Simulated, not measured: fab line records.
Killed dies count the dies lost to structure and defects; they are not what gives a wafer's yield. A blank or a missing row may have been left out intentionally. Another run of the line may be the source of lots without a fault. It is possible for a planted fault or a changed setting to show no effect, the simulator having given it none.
A struck lot beside a sound one | flow berkeley-cmos170 | 26 out of 331 route steps
Sound: these wafers, L704.4, L704.5, L704.6. Struck: wafer L696.3 (L696.2, L696.6, from the same lot, were not struck and are left out); the cause is given at the end.
Per side, at each step with rows, come the tool, then ch with its chambers, and then its first start. Under that, the readings that differ: sound wafers | struck wafers | difference of the means | sigmas: that difference in standard deviations of wafers without a fault.
alike: words and numbers the same on both sides, and readings whose means are apart by under 2 such deviations; not compared: readings that were withheld, readings missing a value for some wafer, numbers with overlapping values and no deviation given by the record, and bounds like >300 which may hide the same value.
Wherever a step has rows on one side only, a row that says differs or no value, or a row with sigmas, the two part there. Numbers that don't overlap but have no deviation are shown without sigmas and don't part them. A reading that every wafer of one side lacks parts them only if that side has two wafers or more.

first, 4 steps without rows for these wafers: UCB170_M2_SOFTBAKE_11 (time 60 s); UCB170_M2_EXPOSE_12 (exposes mask METAL2, target cd 700 nm); UCB170_M2_PEB_13; UCB170_M2_DEVELOP_14 (develop time 45 s).
UCB170_M2_CD_MEAS_15: the cd target is 700 nm.
  struck on cd-sem-01, day 9 16:56; sound on cd-sem-02, day 11 02:40
  alike: cd-nm
UCB170_M2_OVL_MEAS_16:
  struck on overlay-01, day 9 17:02; sound on overlay-01, day 11 02:44
  reading     | sound      | struck | difference | sigmas
  M2_OVL (nm) | -15 -10 -9 | 1      | +12        | +2
UCB170_M2_ETCH_17: etches BARC in N2/H2.
  sound on rie-diel-04 ch 1,2,3, day 11 02:45; struck on rie-diel-02 ch 0, day 9 17:04
  reading                     | sound       | struck | difference | sigmas
  drypump-motor-current-A (A) | 5.5 5.8 6.3 | 4.7    | -1.2       | -2
  alike: n2-flow-sccm, oes-product-au, throttle-valve-pct
UCB170_M2_METAL_ETCH_18: etches Al in Cl2/BCl3, stops on SiO2, target depth 1170 nm, time 195 s.
  sound on rie-metal-01 ch 0,1, day 11 02:52; struck on rie-metal-01 ch 0, day 9 17:07
  alike: drypump-motor-current-A, oes-product-au, throttle-valve-pct
  not compared: rf-hours-counter-h
UCB170_M2_STRIP_19: strips in O2.
  sound on plasma-asher-04 ch 0,1, day 11 03:01; struck on plasma-asher-04 ch 0, day 9 17:18
  alike: drypump-motor-current-A, oes-product-au
  not compared: rf-hours-counter-h
UCB170_M2_CD_MEAS_90: the cd target is 700 nm.
  struck on cd-sem-02, day 9 17:28; sound on cd-sem-02, day 11 03:08
  alike: cd-nm
UCB170_V2_CVD_00: deposits SiO2 from TEOS/O2, target thk 2000 nm, time 250 s.
  sound on pecvd-04 ch 0,1,2, day 11 03:17; struck on pecvd-03 ch 2, day 9 17:34
  alike: heater-power-w, pressure-mtorr, susceptor-temp-C
UCB170_V2_THK_MEAS_01:
  struck on film-metro-02, day 9 17:44; sound on film-metro-04, day 11 03:23
  reading          | sound          | struck | difference | sigmas
  V2_TEOS_THK (nm) | 2036 2017 2041 | 1939   | -92        | -3
UCB170_V2_CMP_02: polishes SiO2.
  sound on cmp-02 ch 1,2, day 11 03:28; struck on cmp-01 ch 2, day 9 17:53
  reading                             | sound            | struck | difference | sigmas
  model.SiO2_of_V2_CVD_00.thk-nm (nm) | 999.7 998.7 1001 | 1331   | +331       |
  alike: edge-zone-pressure-frac, motor-current-A
UCB170_V2_BOW_MEAS_03:
  struck on film-metro-02, day 9 18:07; sound on film-metro-02, day 11 03:47
  alike: V2_BOW
UCB170_V2_THK_MEAS_04:
  struck on film-metro-02, day 9 18:13; sound on film-metro-02, day 11 03:52
  reading              | sound              | struck | difference | sigmas
  V2_POLISHED_THK (nm) | 999.2 999.7 1001.1 | 1330.3 | +330.3     | +99 or more
then, 7 steps without rows for these wafers: UCB170_V2_CLEAN_05 (cleans in DIW); UCB170_V2_HMDS_06 (prime time 60 s); UCB170_V2_COAT_07 (resist thk 900 nm); UCB170_V2_SOFTBAKE_08 (time 60 s); UCB170_V2_EXPOSE_09 (exposes mask VIA2, target cd 700 nm); UCB170_V2_PEB_10; UCB170_V2_DEVELOP_11 (develop time 45 s).
UCB170_V2_CD_MEAS_12: the cd target is 700 nm.
  struck on cd-sem-01, day 9 19:32; sound on cd-sem-01, day 11 06:46
  alike: cd-nm
UCB170_V2_OVL_MEAS_13:
  struck on overlay-02, day 9 19:39; sound on overlay-01, day 11 06:51
  reading     | sound       | struck | difference | sigmas
  V2_OVL (nm) | -12 -10 -14 | 3      | +15        | +3
UCB170_V2_ETCH_14: etches SiO2 in CHF3/CF4/Ar, stops on Al, target depth 1250 nm, time 291 s.
  sound on rie-diel-03 ch 0,1,3, day 11 06:52; struck on rie-diel-03 ch 0, day 9 19:41
  reading                        | sound             | struck | difference | sigmas
  oes-product-au (a.u.)          | 0.864 0.874 0.873 | 0.994  | +0.124     | +11
  model.etch.depth-nm (nm)       | 999.7 998.7 1001  | 1253   | +253       |
  model.V2.feature-depth-nm (nm) | 999.7 998.8 1001  | 1253   | +253       |
  alike: drypump-motor-current-A, throttle-valve-pct
  not compared: rf-hours-counter-h
UCB170_V2_STRIP_15: strips in O2.
  sound on plasma-asher-02 ch 0,1, day 11 07:05; struck on plasma-asher-04 ch 0, day 9 19:52
  alike: drypump-motor-current-A, oes-product-au, strip-time-to-endpoint-s
  not compared: rf-hours-counter-h

== WHERE THEY PART ==
At UCB170_M2_OVL_MEAS_16 first; at UCB170_V2_ETCH_14 last (within this record only). Later steps at which nothing parts them and some readings are alike: UCB170_V2_STRIP_15.

WHY: what had been put in by the simulator
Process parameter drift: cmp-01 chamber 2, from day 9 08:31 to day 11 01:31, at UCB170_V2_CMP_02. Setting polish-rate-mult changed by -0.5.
